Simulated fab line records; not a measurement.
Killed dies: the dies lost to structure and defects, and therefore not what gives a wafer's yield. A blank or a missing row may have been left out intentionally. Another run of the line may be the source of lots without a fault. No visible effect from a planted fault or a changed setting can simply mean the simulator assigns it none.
8D (eight disciplines) problem report, filled in by code ; flow ritCmos ; the parts of the form that need people (team, actions taken, sign-off) are left out

== 1. THE PROBLEM ==
M1_AL_RS at RIT_M1_RS_MEAS_01 reads a mean of 0.0507 ohm/sq on 1 wafer of 1 lot; wafers without a fault read 0.0751 ohm/sq with a standard deviation of 0.0011. That is -22 standard deviations from the usual mean.
The step: measures by four-point-probe.
The first sign was on wafer L924.5 at day 6 12:20, on filmMetro-01. At this step, 15 wafers from 5 lots have a number in the record. By rule, "out" or "out of limits" means more than 4 standard deviations away from the usual mean. All remaining wafers that have a number are taken as sound.

== 2. WHAT IT IS, WHAT IT ISN'T ==
question;is;is not
which readings at this step;M1_AL_RS;-
which lots;L924;L908, L910, L929, L931
which wafers of those lots;L924.5;L924.1, L924.4
read on which gauges;filmMetro-01;filmMetro-02, filmMetro-03
when;from day 6 12:20;"up to then (8 sound wafers); but 6 sound wafers of L929, L931 came after"

== 3. THE SUSPECTS, EACH WITH WHAT RULES IT OUT ==
Counting: if a tool at a process step up to the reading ran every lot that is out, it stays a suspect. Sound lots after the first of them don't rule it out here, since some wafers of a struck lot are sound.
- the gauge at RIT_M1_RS_MEAS_01 is ruled out. All the wafers that are out were read on filmMetro-01, but those of them that RIT_M1_METAL_ETCH_12 has rows for are out there too, on other tools.
- rieDiel-04 at RIT_CONTACT_ETCH_11 (etches SiO2 in CHF3/CF4/Ar, stops on TiSi2, target depth 480 nm, time 320 s): kept. It ran the lot that is out, L924 (day 6 11:12).
- plasmaAsher-04 at RIT_CONTACT_STRIP_12 (strips in O2, time 180 s): kept. It processed L924, the lot that is out, at day 6 11:24, and its most recent sound lot before then was L910 at day 3 16:12.
- pvdSputter-03 at RIT_M1_SPUTTER_00 (material Al, target thk 400 nm, time 500 s): kept. It processed L924, the lot that is out, at day 6 12:02, and its most recent sound lot before then was L910 at day 3 16:51.
- Within rieDiel-04 at RIT_CONTACT_ETCH_11: the wafers that are out ran in chamber 0; their sound lot-mates ran in chambers 2, 3.
Left after counting: rieDiel-04 at RIT_CONTACT_ETCH_11, plasmaAsher-04 at RIT_CONTACT_STRIP_12, pvdSputter-03 at RIT_M1_SPUTTER_00.

== 4. THE CAUSE (what the simulator had put in) ==
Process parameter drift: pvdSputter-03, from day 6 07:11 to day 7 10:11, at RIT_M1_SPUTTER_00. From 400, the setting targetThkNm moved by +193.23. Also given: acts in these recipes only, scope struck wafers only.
Counting leaves 3 suspects; this tool is one of them.

== 5. THE EFFECT CHAIN, in route order ==
Rows list readings where the struck wafers' mean (over those with a number) sits beyond 3 standard deviations from the usual. Only readings for which the record gives a usual standard deviation are gone through. hours: the time from each lot's start at the first step in this table that gives one to its start at this step, as a median over the lots. sigmas: the change in usual standard deviations.
hours;step;reading;usual;on struck wafers;change;sigmas
0;RIT_M1_RS_MEAS_01;M1_AL_RS;0.0751 ohm/sq;0.0507;-0.0244;-22
0;RIT_M1_THK_MEAS_02;M1_AL_THK;393 nm;576;+183;+30
2;RIT_M1_METAL_ETCH_12;oesProductAu;0.769 a.u.;0.952;+0.183;+18
4;RIT_M1_PROBE_99;killed_at_M0_to_M3;0.0;4.0;+4.0;+29
It contains these process steps:
- RIT_M1_METAL_ETCH_12: etches Al in Cl2/BCl3, stops on SiO2, time 165 s, target depth 600 nm.
- RIT_M1_PROBE_99
At these later measuring or inspecting steps, every struck wafer for which the step has a row has a number for every such reading, and none has moved that far: RIT_M1_CD_MEAS_09, RIT_M1_OVL_MEAS_10.

== 6. HOW IT WOULD HAVE BEEN CAUGHT EARLIER ==
5 hours passed between the start of the fault at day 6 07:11 and the first reading out of limits at a measuring or inspecting step in this record, taken at day 6 12:20.
Of the tool readings at RIT_M1_SPUTTER_00 for which the record gives a usual standard deviation, none was out on any struck wafer, so an alarm limit of 4 standard deviations on them would not have fired.
Lots out: 1; all had begun RIT_M1_SPUTTER_00 on pvdSputter-03 by day 6 12:20. Holding the tool at that point would not have protected any of them.
